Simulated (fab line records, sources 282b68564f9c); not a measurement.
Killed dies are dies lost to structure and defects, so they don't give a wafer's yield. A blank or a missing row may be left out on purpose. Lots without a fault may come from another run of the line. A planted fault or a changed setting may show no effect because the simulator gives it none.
fab line records | flow rit_cmos
record lots=5 wafers=15 last_day=8
route steps=202 shown ACTIVE@1 FOX1@20 FOX2@23 NWELL@28
lots that met no fault: from a run of the same line without faults
start_h: hours from the record's first day to the start of the lot's first wafer shown | wait_h: hours since the lot's step before | " the same as in the row above | L1.1+2: a row that stands for several wafers | - no value, or no start given | * or withheld: withheld | < > ~ a bound
route shown NAME@n: a module of which the file shows steps, and the number in the route of the first | usual: mean/standard deviation of fault-free wafers | same: alike in all rows | chamber/n: place in a boat | sites: the reading at each site | _std_site: their standard deviation | _edge_site: outer sites' mean less inner sites' | radius_mm: how far each site lies from the wafer's centre | mask NAME#n: copy n | behind: the tool/chamber that last shaped the wafer | hold: why the lot was held/for how many hours/how that ended | device: the transistor (n, p or np) that didn't switch | end of line: the same wafers' tests at the end of the route | a step without rows: its recipe alone | killed: dies lost to structure and defects at the first sort, not the wafer's yield | map: a wafer's dies, x killed, . not, _ none there
set.NAME: the setting as run; set.NAME@STEP: as run at that earlier step | model.NAME: the simulator's own value behind a step, which no gauge read
lots at some steps of the route; a table a step, a row a wafer
services: from which hour (start_h, from the record's first day; less than 0 if before it) a tool's chamber was out of use, for how many hours, and why
## steps
# step RIT_ACTIVE_BOW_MEAS_00
# recipe mode=bow
# usual INCOMING_BOW=0/6.1
# columns lot.wafer tool chamber start_h wait_h INCOMING_BOW[um]
L074.1 film_metro-03 - 10.00 - -1
L074.3 " - " " -6
L074.5 " - " " -4
L075.1 film_metro-01 - 15.00 - 14
L075.3 " - " " 0
L075.6 " - " " 4
L081.2 film_metro-03 - 45.02 - -2
L081.3 " - " " -11
L081.6 " - " " 7
L093.1 film_metro-04 - 105.00 - 3
L093.2 " - " " -8
L093.5 " - " " 13
L096.4 film_metro-03 - 120.06 - 7
L096.5 " - " " 2
L096.6 " - " " 2
# step RIT_ACTIVE_OXIDATION_01
# recipe temp_c=1000 ambient=O2 target_thk_a=468 ox_time_s=3360
# columns lot.wafer tool chamber start_h wait_h
L074.1+3+5 furnace-04 0 10.14 0.1
L075.1+3+6 furnace-01 0 16.21 1.2
L081.2+3+6 furnace-01 0 45.59 0.6
L093.1+2+5 furnace-01 0 105.12 0.1
L096.4+5+6 furnace-03 0 120.12 0.0
# step RIT_ACTIVE_THK_MEAS_02
# recipe reads=SiO2_of_ACTIVE_OXIDATION_01
# usual ACTIVE_OXIDE_THK=46.6/1
# columns lot.wafer tool chamber start_h wait_h ACTIVE_OXIDE_THK[nm]
L074.1 film_metro-01 - 12.08 0.0 47.1
L074.3 " - " " 47.8
L074.5 " - " " 47.6
L075.1 film_metro-04 - 18.15 0.0 48.4
L075.3 " - " " 48.9
L075.6 " - " " 48.0
L081.2 film_metro-04 - 47.53 0.0 45.9
L081.3 " - " " 44.8
L081.6 " - " " 45.5
L093.1 film_metro-04 - 107.05 0.0 46.3
L093.2 " - " " 47.3
L093.5 " - " " 46.6
L096.4 film_metro-04 - 122.08 0.0 47.5
L096.5 " - " " 46.7
L096.6 " - " " 47.6
# step RIT_ACTIVE_CVD_03
# recipe material=Si3N4 target_thk_nm=150 temp_c=810 precursor=SiH2Cl2/NH3 time_s=1500 pressure_mtorr=300 sih2cl2_flow_sccm=60 nh3_flow_sccm=150
# columns lot.wafer tool chamber start_h wait_h
L074.1+3+5 lpcvd-01 1 12.14 0.1
L075.1+3+6 lpcvd-02 1 18.21 0.1
L081.2+3+6 lpcvd-02 1 47.58 0.0
L093.1+2+5 lpcvd-01 0 107.11 0.1
L096.4+5+6 lpcvd-02 0 122.11 0.0
# step RIT_ACTIVE_THK_MEAS_04
# recipe reads=Si3N4_of_ACTIVE_CVD_03
# usual ACTIVE_NITRIDE_THK=150.0/1.3
# columns lot.wafer tool chamber start_h wait_h ACTIVE_NITRIDE_THK[nm]
L074.1 film_metro-01 - 13.55 0.0 148.5
L074.3 " - " " 148.4
L074.5 " - " " 149.4
L075.1 film_metro-04 - 19.62 0.0 148.8
L075.3 " - " " 148.9
L075.6 " - " " 149.6
L081.2 film_metro-03 - 49.01 0.0 149.7
L081.3 " - " " 149.8
L081.6 " - " " 150.0
L093.1 film_metro-01 - 108.53 0.0 151.2
L093.2 " - " " 152.0
L093.5 " - " " 150.8
L096.4 film_metro-01 - 123.56 0.0 152.9
L096.5 " - " " 152.9
L096.6 " - " " 154.0
# step RIT_ACTIVE_HMDS_05
# recipe prime_time_s=60 prime_temp_c=140
# columns lot.wafer tool chamber start_h wait_h
L074.1+3+5 litho_track-02 0 13.61 0.1
L075.1+3+6 litho_track-03 0 19.68 0.1
L081.2+3+6 litho_track-02 0 49.09 0.1
L093.1+2+5 litho_track-01 0 108.59 0.1
L096.4+5+6 litho_track-01 0 123.67 0.1
# step RIT_ACTIVE_COAT_06
# recipe resist=NOVOLAK spin_rpm=3250 resist_thk_nm=1000
# usual spin_speed_rpm=3249.9/2
# columns lot.wafer tool chamber start_h wait_h spin_speed_rpm
L074.1 litho_track-02 0 13.76 0.1 3249.0
L074.3 " 0 " " 3250.4
L074.5 " 0 " " 3253.1
L075.1 litho_track-03 0 19.83 0.1 3249.4
L075.3 " 0 " " 3251.4
L075.6 " 0 " " 3247.0
L081.2 litho_track-02 0 49.24 0.1 3251.2
L081.3 " 0 " " 3248.5
L081.6 " 0 " " 3251.7
L093.1 litho_track-01 0 108.74 0.1 3253.3
L093.2 " 0 " " 3252.5
L093.5 " 0 " " 3250.5
L096.4 litho_track-01 0 123.81 0.1 3249.0
L096.5 " 0 " " 3249.0
L096.6 " 0 " " 3250.4
# step RIT_ACTIVE_SOFTBAKE_07
# recipe resist=NOVOLAK temp_c=90 time_s=60
# columns lot.wafer tool chamber start_h wait_h
L074.1+3+5 litho_track-02 0 13.91 0.1
L075.1+3+6 litho_track-03 0 19.98 0.1
L081.2+3+6 litho_track-02 0 49.39 0.1
L093.1+2+5 litho_track-01 0 108.89 0.1
L096.4+5+6 litho_track-01 0 123.97 0.1
# step RIT_ACTIVE_EXPOSE_08
# recipe mask_id=M1 na=0.6 source_shape=conventional sigma_outer=0.6 target_cd_nm=1400 dose_mj=225
# usual exposure_dose_mJ_cm2=224.98/0.22 stage_vel_mm_s=500.05/0.27
# columns lot.wafer tool chamber start_h wait_h mask exposure_dose_mJ_cm2 stage_vel_mm_s
L074.1 iline_stepper-01 0 14.06 0.1 M1#0 224.76 499.80
L074.3 " 0 " " M1#0 225.26 500.14
L074.5 " 0 " " M1#0 224.72 500.05
L075.1 iline_stepper-01 0 20.13 0.1 M1#0 225.08 500.07
L075.3 " 0 " " M1#0 224.91 499.84
L075.6 " 0 " " M1#0 224.81 500.07
L081.2 iline_stepper-02 0 49.53 0.1 M1#0 225.07 500.34
L081.3 " 0 " " M1#0 224.90 499.89
L081.6 " 0 " " M1#0 224.80 499.92
L093.1 iline_stepper-02 0 109.04 0.1 M1#0 224.48 500.27
L093.2 " 0 " " M1#0 224.26 500.14
L093.5 " 0 " " M1#0 224.66 500.29
L096.4 iline_stepper-02 0 124.10 0.1 M1#0 224.94 499.83
L096.5 " 0 " " M1#0 224.87 500.02
L096.6 " 0 " " M1#0 224.98 499.99
# step RIT_ACTIVE_PEB_09
# recipe resist=NOVOLAK temp_c=withheld time_s=withheld
# columns lot.wafer tool chamber start_h wait_h
L074.1+3+5 litho_track-01 0 14.18 0.1
L075.1+3+6 litho_track-02 0 20.25 0.1
L081.2+3+6 litho_track-01 0 49.65 0.1
L093.1+2+5 litho_track-03 0 109.16 0.1
L096.4+5+6 litho_track-03 0 124.23 0.1
# step RIT_ACTIVE_DEVELOP_10
# recipe resist=NOVOLAK develop_time_s=50 dev_temp_c=23
# columns lot.wafer tool chamber start_h wait_h
L074.1+3+5 litho_track-01 0 - -
L075.1+3+6 litho_track-02 0 - -
L081.2+3+6 litho_track-01 0 - -
L093.1+2+5 litho_track-03 0 - -
L096.4+5+6 litho_track-03 0 - -
# step RIT_ACTIVE_CD_MEAS_11
# recipe target_cd_nm=1400
# usual cd_nm=1399.4/2.5
# columns lot.wafer tool chamber start_h wait_h cd_nm
L074.1 cd_sem-02 - 14.46 - 1398.3
L074.3 " - " " 1401.7
L074.5 " - " " 1403.1
L075.1 cd_sem-02 - 20.53 - 1404.8
L075.3 " - " " 1402.8
L075.6 " - " " 1403.6
L081.2 cd_sem-02 - 49.93 - 1397.3
L081.3 " - " " 1398.9
L081.6 " - " " 1400.4
L093.1 cd_sem-02 - 109.44 - 1396.8
L093.2 " - " " 1397.5
L093.5 " - " " 1395.4
L096.4 cd_sem-01 - 124.50 - 1401.1
L096.5 " - " " 1399.6
L096.6 " - " " 1400.7
# step RIT_ACTIVE_HARDBAKE_12
# recipe resist=NOVOLAK temp_c=140 time_s=60
# columns lot.wafer tool chamber start_h wait_h
L074.1+3+5 litho_track-01 0 14.58 0.1
L075.1+3+6 litho_track-02 0 20.65 0.1
L081.2+3+6 litho_track-03 0 50.06 0.1
L093.1+2+5 litho_track-01 0 109.56 0.1
L096.4+5+6 litho_track-03 0 124.63 0.1
# step RIT_ACTIVE_ETCH_13
# recipe stop_on=SiO2 chemistry=SF6 target=Si3N4 time_s=210 over_etch_frac=0.4 SF6_flow_sccm=200 pressure_mtorr=260 rf_w=125 target_depth_a=2100
# usual drypump_motor_current_A=5.4/0.45 oes_product_au=0.817/0.01 throttle_valve_pct=7.50/0.1
# columns lot.wafer tool chamber start_h wait_h drypump_motor_current_A oes_product_au rf_hours_counter_h throttle_valve_pct
L074.1 rie_diel-04 2 14.73 0.1 6.0 0.818 133 7.49
L074.3 " 1 " " 5.6 0.810 6 7.60
L074.5 " 3 " " 5.1 0.817 - 7.49
L075.1 rie_diel-02 2 20.80 0.1 5.2 0.811 3 7.70
L075.3 " 1 " " 5.4 0.805 103 7.44
L075.6 " 0 " " 6.0 0.815 - 7.62
L081.2 rie_diel-04 3 50.18 0.1 5.2 0.822 66 7.51
L081.3 " 2 " " 6.1 0.824 133 7.49
L081.6 " 2 " " 6.1 0.824 - 7.48
L093.1 rie_diel-02 0 109.71 0.1 6.1 0.807 84 7.61
L093.2 " 1 " " 5.3 0.829 105 7.45
L093.5 " 1 " " 5.3 0.823 - 7.42
L096.4 rie_diel-01 0 124.71 0.1 5.6 0.796 4 7.58
L096.5 " 2 " " 5.1 0.832 - 7.38
L096.6 " 3 " " 4.7 0.822 - 7.44
# step RIT_ACTIVE_STRIP_14
# recipe chemistry=O2 time_s=180 resist=NOVOLAK platen_temp_c=withheld power_w=500 pressure_mtorr=4000 o2_flow_sccm=4000
# usual drypump_motor_current_A=5.8/0.34 rf_refl_power_W=7.2/1.8
# columns lot.wafer tool chamber start_h wait_h drypump_motor_current_A rf_hours_counter_h rf_refl_power_W
L074.1 plasma_asher-01 0 14.87 0.1 5.6 36 8.0
L074.3 " 0 " " 5.6 - 8.0
L074.5 " 1 " " 5.7 - 8.0
L075.1 plasma_asher-04 0 20.94 0.1 5.7 38 9.0
L075.3 " 0 " " 5.7 - 8.6
L075.6 " 0 " " 5.7 - 8.6
L081.2 plasma_asher-04 0 50.31 0.1 5.7 40 8.8
L081.3 " 1 " " 5.2 - 6.6
L081.6 " 0 " " 5.7 - 8.8
L093.1 plasma_asher-04 0 109.84 0.1 5.7 47 8.4
L093.2 " 1 " " 5.2 47 6.8
L093.5 " 0 " " 5.7 - 8.2
L096.4 plasma_asher-01 1 124.90 0.1 5.7 - 7.5
L096.5 " 1 " " 5.7 - 6.9
L096.6 " 0 " " 5.6 - 7.7
# step RIT_ACTIVE_CD_MEAS_90
# recipe target_cd_nm=1400
# usual cd_nm=1399.4/2.5
# columns lot.wafer tool chamber start_h wait_h cd_nm
L074.1 cd_sem-01 - 15.04 0.1 1398.1
L074.3 " - " " 1401.3
L074.5 " - " " 1402.6
L075.1 cd_sem-01 - 21.11 0.1 1404.4
L075.3 " - " " 1403.0
L075.6 " - " " 1403.3
L081.2 cd_sem-01 - 50.51 0.1 1398.0
L081.3 " - " " 1398.5
L081.6 " - " " 1400.0
L093.1 cd_sem-01 - 110.02 0.1 1396.8
L093.2 " - " " 1397.4
L093.5 " - " " 1395.1
L096.4 cd_sem-02 - 125.08 0.1 1400.9
L096.5 " - " " 1399.9
L096.6 " - " " 1400.7
# step RIT_ACTIVE_CLEAN_15
# recipe chemistry=SC1 mix=3:3:50 time_s=600 temp_c=75
# columns lot.wafer tool chamber start_h wait_h
L074.1+3+5 wet_bench-01 2 15.16 0.1
L075.1+3+6 wet_bench-04 0 21.23 0.1
L081.2+3+6 wet_bench-02 2 50.61 0.1
L093.1+2+5 wet_bench-01 2 110.14 0.1
L096.4+5+6 wet_bench-02 2 125.14 0.0
# step RIT_ACTIVE_CLEAN_16
# recipe chemistry=dHF dilution=50:1 time_s=30
# columns lot.wafer tool chamber start_h wait_h
L074.1+3+5 wet_bench-04 2 15.34 0.0
L075.1+3+6 wet_bench-01 2 21.41 0.0
L081.2+3+6 wet_bench-01 0 50.96 0.0
L093.1+2+5 wet_bench-04 1 110.31 0.0
L096.4+5+6 wet_bench-04 3 125.31 0.0
# step RIT_ACTIVE_CLEAN_17
# recipe chemistry=SC2 mix=3:3:50 time_s=600 temp_c=75 dry=n2_spin
# columns lot.wafer tool chamber start_h wait_h
L074.1+3+5 wet_bench-02 2 15.35 0.0
L075.1+3+6 wet_bench-02 0 21.42 0.0
L081.2+3+6 wet_bench-02 2 50.98 0.0
L093.1+2+5 wet_bench-02 3 110.35 0.0
L096.4+5+6 wet_bench-02 0 125.35 0.0
# step RIT_FOX1_OXIDATION_00
# recipe temp_c=1100 ambient=H2O target_thk_a=3507 p_h2o_torr=720 ox_time_s=1130
# columns lot.wafer tool chamber start_h wait_h
L074.1+3+5 furnace-03 0 17.06 1.5
L075.1+3+6 furnace-04 0 23.81 2.2
L081.2+3+6 furnace-01 0 52.88 1.6
L093.1+2+5 furnace-01 0 112.87 2.3
L096.4+5+6 furnace-01 0 128.53 3.0
# step RIT_FOX1_THK_MEAS_01
# recipe reads=SiO2_of_FOX1_OXIDATION_00
# usual FOX1_OXIDE_THK=350/5.8
# columns lot.wafer tool chamber start_h wait_h FOX1_OXIDE_THK[nm]
L074.1 film_metro-02 - 18.38 0.0 353
L074.3 " - " " 346
L074.5 " - " " 345
L075.1 film_metro-02 - 25.12 0.0 357
L075.3 " - " " 360
L075.6 " - " " 356
L081.2 film_metro-02 - 54.20 0.0 355
L081.3 " - " " 352
L081.6 " - " " 353
L093.1 film_metro-02 - 114.18 0.0 350
L093.2 " - " " 346
L093.5 " - " " 350
L096.4 film_metro-02 - 129.87 0.0 345
L096.5 " - " " 351
L096.6 " - " " 352
# step RIT_FOX1_WET_ETCH_02
# recipe chemistry=BOE target_depth_nm=350 time_s=390 temp_c=21.5 dry=n2_spin dilution=10:1 target=SiO2
# columns lot.wafer tool chamber start_h wait_h
L074.1+3+5 wet_bench-03 3 18.44 0.1
L075.1+3+6 wet_bench-01 2 25.18 0.1
L081.2+3+6 wet_bench-03 1 54.25 0.0
L093.1+2+5 wet_bench-03 1 114.24 0.1
L096.4+5+6 wet_bench-01 0 129.90 0.0
# step RIT_FOX2_OXIDATION_00
# recipe temp_c=1100 ambient=H2O target_thk_a=3507 p_h2o_torr=720 ox_time_s=1130
# columns lot.wafer tool chamber start_h wait_h
L074.1+3+5 furnace-03 0 21.26 2.7
L075.1+3+6 furnace-01 0 25.30 0.0
L081.2+3+6 furnace-03 0 54.38 0.0
L093.1+2+5 furnace-01 0 114.50 0.0
L096.4+5+6 furnace-04 0 131.21 1.1
# step RIT_FOX2_THK_MEAS_01
# recipe reads=SiO2_of_FOX2_OXIDATION_00
# usual FOX2_OXIDE_THK=352/6.5
# columns lot.wafer tool chamber start_h wait_h FOX2_OXIDE_THK[nm]
L074.1 film_metro-03 - 22.57 0.0 351
L074.3 " - " " 356
L074.5 " - " " 352
L075.1 film_metro-02 - 26.61 0.0 358
L075.3 " - " " 361
L075.6 " - " " 356
L081.2 film_metro-03 - 55.70 0.0 343
L081.3 " - " " 345
L081.6 " - " " 341
L093.1 film_metro-03 - 115.81 0.0 355
L093.2 " - " " 352
L093.5 " - " " 354
L096.4 film_metro-02 - 132.55 0.0 364
L096.5 " - " " 369
L096.6 " - " " 358
# step RIT_FOX2_CLEAN_02
# recipe chemistry=dHF dilution=50:1 time_s=180
# columns lot.wafer tool chamber start_h wait_h
L074.1+3+5 wet_bench-01 2 22.63 0.1
L075.1+3+6 wet_bench-01 3 26.67 0.1
L081.2+3+6 wet_bench-01 2 55.75 0.0
L093.1+2+5 wet_bench-01 2 115.87 0.1
L096.4+5+6 wet_bench-03 0 132.58 0.0
# step RIT_FOX2_WET_ETCH_03
# recipe chemistry=H3PO4 target=Si3N4 target_depth_nm=195 temp_c=165 time_s=2700
# columns lot.wafer tool chamber start_h wait_h
L074.1+3+5 wet_bench-04 2 22.69 0.0
L075.1+3+6 wet_bench-03 0 26.73 0.0
L081.2+3+6 wet_bench-04 0 55.82 0.0
L093.1+2+5 wet_bench-04 0 116.00 0.0
L096.4+5+6 wet_bench-04 0 132.65 0.0
# step RIT_FOX2_THK_MEAS_90
# recipe reads=SiO2_of_FOX2_OXIDATION_00
# usual FIELD_OXIDE_LEFT_1_THK=325/6.4
# columns lot.wafer tool chamber start_h wait_h FIELD_OXIDE_LEFT_1_THK[nm]
L074.1 film_metro-03 - 23.45 0.0 324
L074.3 " - " " 328
L074.5 " - " " 325
L075.1 film_metro-02 - 27.49 0.0 330
L075.3 " - " " 333
L075.6 " - " " 328
L081.2 film_metro-04 - 56.66 0.0 315
L081.3 " - " " 317
L081.6 " - " " 312
L093.1 film_metro-03 - 116.76 0.0 328
L093.2 " - " " 325
L093.5 " - " " 327
L096.4 film_metro-03 - 133.44 0.0 336
L096.5 " - " " 342
L096.6 " - " " 331
# step RIT_NWELL_HMDS_00
# recipe prime_time_s=60 prime_temp_c=140
# columns lot.wafer tool chamber start_h wait_h
L074.1+3+5 litho_track-01 0 23.51 0.1
L075.1+3+6 litho_track-04 0 27.56 0.1
L081.2+3+6 litho_track-03 0 56.73 0.1
L093.1+2+5 litho_track-04 0 116.82 0.1
L096.4+5+6 litho_track-03 0 133.54 0.1
## services
# columns tool chamber start_h hours kind
lpcvd-01 - -12.28 0.3 repair
wet_bench-01 - -9.73 0.5 repair
wet_bench-04 - -4.88 3.0 repair
furnace-04 - -2.08 3.1 pm
furnace-03 - 1.47 3.1 pm
rie_diel-04 0 4.50 2.1 repair
rie_diel-01 - 9.19 14.6 pm
furnace-01 - 11.75 3.1 pm
plasma_asher-04 - 19.39 0.9 repair
iline_stepper-01 - 28.25 6.2 repair
furnace-03 - 29.60 13.2 repair
rie_diel-04 1 45.30 9.2 repair
rie_diel-04 - 55.87 0.1 repair
furnace-03 - 60.02 2.8 pm
iline_stepper-01 - 60.26 1.7 pm
rie_diel-04 2 60.95 3.0 repair
plasma_asher-04 - 63.69 2.8 pm
rie_diel-04 3 73.97 6.3 repair
iline_stepper-02 0 74.10 - calibration
lpcvd-01 - 85.79 14.6 pm
plasma_asher-01 - 89.30 3.2 repair
plasma_asher-01 - 108.80 9.0 pm
rie_diel-04 2 114.54 8.5 repair
furnace-01 - 120.58 4.3 pm
## key
fault none
